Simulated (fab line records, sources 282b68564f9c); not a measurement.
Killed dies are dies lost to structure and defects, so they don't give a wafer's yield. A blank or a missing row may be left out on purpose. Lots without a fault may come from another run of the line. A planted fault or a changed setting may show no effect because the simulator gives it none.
fab line records | flow rit_cmos
record lots=5 wafers=15 last_day=7
route steps=202 shown SPACER@128 NSD@131 PSD@142
lots that met no fault: from a run of the same line without faults
start_h: hours from the record's first day to the start of the lot's first wafer shown | wait_h: hours since the lot's step before | " the same as in the row above | L1.1+2: a row that stands for several wafers | - no value, or no start given | * or withheld: withheld | < > ~ a bound
route shown NAME@n: a module of which the file shows steps, and the number in the route of the first | usual: mean/standard deviation of fault-free wafers | same: alike in all rows | chamber/n: place in a boat | sites: the reading at each site | _std_site: their standard deviation | _edge_site: outer sites' mean less inner sites' | radius_mm: how far each site lies from the wafer's centre | mask NAME#n: copy n | behind: the tool/chamber that last shaped the wafer | hold: why the lot was held/for how many hours/how that ended | device: the transistor (n, p or np) that didn't switch | end of line: the same wafers' tests at the end of the route | a step without rows: its recipe alone | killed: dies lost to structure and defects at the first sort, not the wafer's yield | map: a wafer's dies, x killed, . not, _ none there
set.NAME: the setting as run; set.NAME@STEP: as run at that earlier step | model.NAME: the simulator's own value behind a step, which no gauge read
lots at some steps of the route; a table a step, a row a wafer
services: from which hour (start_h, from the record's first day; less than 0 if before it) a tool's chamber was out of use, for how many hours, and why
## steps
# step RIT_SPACER_CVD_03
# recipe material=Si3N4 target_thk_nm=250 temp_c=810 precursor=SiH2Cl2/NH3 time_s=3300 pressure_mtorr=300 sih2cl2_flow_sccm=60 nh3_flow_sccm=150
# usual zone_power_load_pct=23.8/1.3
# columns lot.wafer tool chamber start_h wait_h zone_power_load_pct
L075.3 lpcvd-01 1 53.47 0.0 25.5
L075.4 " 1 " " 25.6
L075.6 " 1 " " 25.6
L084.1 lpcvd-02 0 99.68 0.0 22.6
L084.2 " 0 " " 22.2
L084.3 " 0 " " 22.5
L089.1 lpcvd-02 0 124.15 0.0 22.4
L089.2 " 0 " " 22.2
L089.6 " 0 " " 22.3
L093.1 lpcvd-02 0 144.09 0.0 22.0
L093.5 " 0 " " 21.6
L093.6 " 0 " " 22.4
L096.1 lpcvd-01 0 158.22 1.4 23.9
L096.2 " 0 " " 23.6
L096.3 " 0 " " 23.6
# step RIT_SPACER_THK_MEAS_04
# recipe reads=Si3N4_of_SPACER_CVD_03
# usual SPACER_NITRIDE_THK=250.4/2.4
# columns lot.wafer tool chamber start_h wait_h SPACER_NITRIDE_THK[nm]
L075.3 film_metro-01 - 55.41 0.0 252.4
L075.4 " - " " 251.9
L075.6 " - " " 253.7
L084.1 film_metro-03 - 101.60 0.0 251.3
L084.2 " - " " 251.0
L084.3 " - " " 252.7
L089.1 film_metro-02 - 126.07 0.0 249.4
L089.2 " - " " 247.2
L089.6 " - " " 247.5
L093.1 film_metro-03 - 146.97 0.0 250.9
L093.5 " - " " 249.7
L093.6 " - " " 249.2
L096.1 film_metro-01 - 160.13 0.0 251.4
L096.2 " - " " 251.5
L096.3 " - " " 249.3
# step RIT_SPACER_ETCHBACK_05
# recipe target_depth_a=2500 SF6_flow_sccm=30 CHF3_flow_sccm=30 target=Si3N4 chemistry=SF6/CHF3 pressure_mtorr=40 rf_w=250 time_s=240 stop_on=SiO2
# usual drypump_motor_current_A=5.6/0.56 oes_product_au=0.841/0.012 throttle_valve_pct=10.27/0.16
# columns lot.wafer tool chamber start_h wait_h drypump_motor_current_A oes_product_au rf_hours_counter_h throttle_valve_pct
L075.3 rie_diel-02 2 55.45 0.0 5.9 0.853 63 10.41
L075.4 " 0 " " 5.1 0.839 91 10.17
L075.6 " 2 " " 5.9 0.861 - 10.41
L084.1 rie_diel-04 0 101.66 0.1 5.6 0.844 9 10.54
L084.2 " 2 " " 4.6 0.827 103 10.06
L084.3 " 1 " " 5.6 0.844 123 10.24
L089.1 rie_diel-02 1 126.13 0.1 4.7 0.846 152 10.21
L089.2 " 3 " " 5.9 0.825 28 10.46
L089.6 " 1 " " 4.7 0.833 - 10.22
L093.1 rie_diel-02 3 147.03 0.1 5.9 0.835 28 10.47
L093.5 " 3 " " 5.9 0.844 - 10.46
L093.6 " 0 " " 5.1 0.831 - 10.15
L096.1 rie_diel-02 3 160.19 0.1 5.9 0.841 28 10.46
L096.2 " 1 " " 4.7 0.870 0 10.20
L096.3 " 2 " " 5.9 0.844 65 10.41
# step RIT_NSD_HMDS_00
# recipe prime_time_s=60 prime_temp_c=140
# columns lot.wafer tool chamber start_h wait_h
L075.3+4+6 litho_track-01 0 55.65 0.1
L084.1+2+3 litho_track-02 0 101.81 0.1
L089.1+2+6 litho_track-02 0 126.28 0.1
L093.1+5+6 litho_track-02 0 147.18 0.1
L096.1+2+3 litho_track-03 0 160.34 0.1
# step RIT_NSD_COAT_01
# recipe resist=NOVOLAK spin_rpm=3250 resist_thk_nm=1000
# columns lot.wafer tool chamber start_h wait_h
L075.3+4+6 litho_track-01 0 55.80 0.1
L084.1+2+3 litho_track-02 0 101.96 0.1
L089.1+2+6 litho_track-02 0 126.43 0.1
L093.1+5+6 litho_track-02 0 147.33 0.1
L096.1+2+3 litho_track-03 0 160.49 0.1
# step RIT_NSD_SOFTBAKE_02
# recipe resist=NOVOLAK temp_c=90 time_s=60
# columns lot.wafer tool chamber start_h wait_h
L075.3+4+6 litho_track-01 0 55.95 0.1
L084.1+2+3 litho_track-02 0 102.11 0.1
L089.1+2+6 litho_track-02 0 126.58 0.1
L093.1+5+6 litho_track-02 0 147.48 0.1
L096.1+2+3 litho_track-03 0 160.64 0.1
# step RIT_NSD_EXPOSE_03
# recipe mask_id=M9 na=0.57 target_cd_nm=40700 dose_mj=250
# usual focus_offset_nm=0.1/0.54
# columns lot.wafer tool chamber start_h wait_h mask focus_offset_nm
L075.3 iline_stepper-01 0 56.09 0.1 M9#0 -0.1
L075.4 " 0 " " M9#0 0.2
L075.6 " 0 " " M9#0 0.2
L084.1 iline_stepper-01 0 102.26 0.1 M9#0 0.6
L084.2 " 0 " " M9#0 -0.2
L084.3 " 0 " " M9#0 1.0
L089.1 iline_stepper-02 0 126.85 0.2 M9#0 0.2
L089.2 " 0 " " M9#0 0.0
L089.6 " 0 " " M9#0 -0.9
L093.1 iline_stepper-02 0 147.75 0.2 M9#0 0.1
L093.5 " 0 " " M9#0 0.3
L093.6 " 0 " " M9#0 0.6
L096.1 iline_stepper-02 0 160.79 0.1 M9#0 -1.0
L096.2 " 0 " " M9#0 -0.7
L096.3 " 0 " " M9#0 -0.4
# step RIT_NSD_PEB_04
# recipe resist=NOVOLAK temp_c=withheld time_s=withheld
# columns lot.wafer tool chamber start_h wait_h
L075.3+4+6 litho_track-03 0 56.22 0.1
L084.1+2+3 litho_track-02 0 102.38 0.1
L089.1+2+6 litho_track-01 0 126.97 0.1
L093.1+5+6 litho_track-02 0 147.87 0.1
L096.1+2+3 litho_track-03 0 160.91 0.1
# step RIT_NSD_DEVELOP_05
# recipe resist=NOVOLAK develop_time_s=50 dev_temp_c=23
# columns lot.wafer tool chamber start_h wait_h
L075.3+4+6 litho_track-03 0 - -
L084.1+2+3 litho_track-02 0 - -
L089.1+2+6 litho_track-01 0 - -
L093.1+5+6 litho_track-02 0 - -
L096.1+2+3 litho_track-03 0 - -
# step RIT_NSD_OVL_MEAS_06
# usual NSD_OVL=-0.3/1.6
# columns lot.wafer tool chamber start_h wait_h NSD_OVL[nm]
L075.3 overlay-02 - 56.46 - 1.5
L075.4 " - " " -0.8
L075.6 " - " " 0.6
L084.1 overlay-01 - 102.66 - -1.9
L084.2 " - " " -2.5
L084.3 " - " " -1.6
L089.1 overlay-01 - 127.25 - -0.8
L089.2 " - " " 0.1
L089.6 " - " " 1.8
L093.1 overlay-01 - 148.15 - -3.2
L093.5 " - " " -3.1
L093.6 " - " " -2.6
L096.1 overlay-02 - 161.19 - 1.1
L096.2 " - " " 2.5
L096.3 " - " " -0.5
# step RIT_NSD_HARDBAKE_07
# recipe resist=NOVOLAK temp_c=140 time_s=60
# columns lot.wafer tool chamber start_h wait_h
L075.3+4+6 litho_track-03 0 56.54 0.1
L084.1+2+3 litho_track-03 0 102.70 0.0
L089.1+2+6 litho_track-01 0 127.29 0.0
L093.1+5+6 litho_track-02 0 148.19 0.0
L096.1+2+3 litho_track-02 0 161.23 0.0
# step RIT_NSD_IMPLANT_08
# recipe species=P energy_kev=25 dose_cm2=1e+15 tilt_deg=7
# columns lot.wafer tool chamber start_h wait_h
L075.3+4+6 implanter-02 0 56.69 0.1
L084.1+2+3 implanter-02 0 102.85 0.1
L089.1+2+6 implanter-01 0 127.44 0.1
L093.1+5+6 implanter-02 0 148.34 0.1
L096.1+2+3 implanter-02 0 161.38 0.1
# step RIT_NSD_STRIP_09
# recipe chemistry=O2 time_s=180 resist=NOVOLAK platen_temp_c=withheld power_w=500 pressure_mtorr=4000 o2_flow_sccm=4000
# usual drypump_motor_current_A=5.9/0.41
# columns lot.wafer tool chamber start_h wait_h drypump_motor_current_A rf_hours_counter_h
L075.3 plasma_asher-03 0 56.84 0.1 5.7 -
L075.4 " 1 " " 5.6 -
L075.6 " 0 " " 5.7 -
L084.1 plasma_asher-04 0 103.00 0.1 6.5 46
L084.2 " 1 " " 6.1 46
L084.3 " 0 " " 6.5 -
L089.1 plasma_asher-03 0 127.59 0.1 5.6 1
L089.2 " 1 " " 5.6 1
L089.6 " 0 " " 5.6 -
L093.1 plasma_asher-04 1 148.49 0.1 6.1 51
L093.5 " 0 " " 6.5 -
L093.6 " 1 " " 6.1 -
L096.1 plasma_asher-02 1 161.53 0.1 5.5 51
L096.2 " 0 " " 5.4 51
L096.3 " 1 " " 5.5 -
# step RIT_NSD_TW_MEAS_10
# usual NSD_TW=3111/16
# columns lot.wafer tool chamber start_h wait_h NSD_TW
L075.3 film_metro-04 - 56.98 0.1 3126
L075.4 " - " " 3112
L075.6 " - " " 3134
L084.1 film_metro-04 - 103.17 0.1 3131
L084.2 " - " " 3139
L084.3 " - " " 3151
L089.1 film_metro-04 - 127.76 0.1 3118
L089.2 " - " " 3117
L089.6 " - " " 3108
L093.1 film_metro-02 - 148.67 0.1 3124
L093.5 " - " " 3108
L093.6 " - " " 3115
L096.1 film_metro-03 - 161.70 0.1 3097
L096.2 " - " " 3085
L096.3 " - " " 3123
# step RIT_PSD_HMDS_00
# recipe prime_time_s=60 prime_temp_c=140
# columns lot.wafer tool chamber start_h wait_h
L075.3+4+6 litho_track-03 0 57.07 0.1
L084.1+2+3 litho_track-01 0 103.23 0.1
L089.1+2+6 litho_track-04 0 127.84 0.1
L093.1+5+6 litho_track-01 0 148.73 0.1
L096.1+2+3 litho_track-03 0 161.76 0.1
# step RIT_PSD_COAT_01
# recipe resist=NOVOLAK spin_rpm=3250 resist_thk_nm=1000
# columns lot.wafer tool chamber start_h wait_h
L075.3+4+6 litho_track-03 0 57.22 0.1
L084.1+2+3 litho_track-01 0 103.38 0.1
L089.1+2+6 litho_track-04 0 127.99 0.1
L093.1+5+6 litho_track-01 0 148.88 0.1
L096.1+2+3 litho_track-03 0 161.91 0.1
# step RIT_PSD_SOFTBAKE_02
# recipe resist=NOVOLAK temp_c=90 time_s=60
# columns lot.wafer tool chamber start_h wait_h
L075.3+4+6 litho_track-03 0 57.37 0.1
L084.1+2+3 litho_track-01 0 103.53 0.1
L089.1+2+6 litho_track-04 0 128.14 0.1
L093.1+5+6 litho_track-01 0 149.03 0.1
L096.1+2+3 litho_track-03 0 162.06 0.1
## services
# columns tool chamber start_h hours kind
iline_stepper-01 - 33.67 3.2 repair
lpcvd-01 - 44.17 0.4 repair
rie_diel-04 3 67.73 3.4 repair
lpcvd-02 - 104.20 14.6 pm
iline_stepper-01 - 107.45 1.7 pm
plasma_asher-03 - 108.84 9.0 pm
plasma_asher-03 0 108.84 9.0 vent_cycle
plasma_asher-03 1 108.84 9.0 vent_cycle
plasma_asher-03 0 117.84 - clean
plasma_asher-03 1 117.84 - clean
implanter-01 - 121.85 5.3 pm
rie_diel-02 1 133.62 - clean
rie_diel-02 1 133.62 19.7 scheduled_down
rie_diel-02 1 133.62 19.7 vent_cycle
lpcvd-01 - 153.47 1.5 repair
implanter-01 - 161.40 6.0 pm
## key
fault none
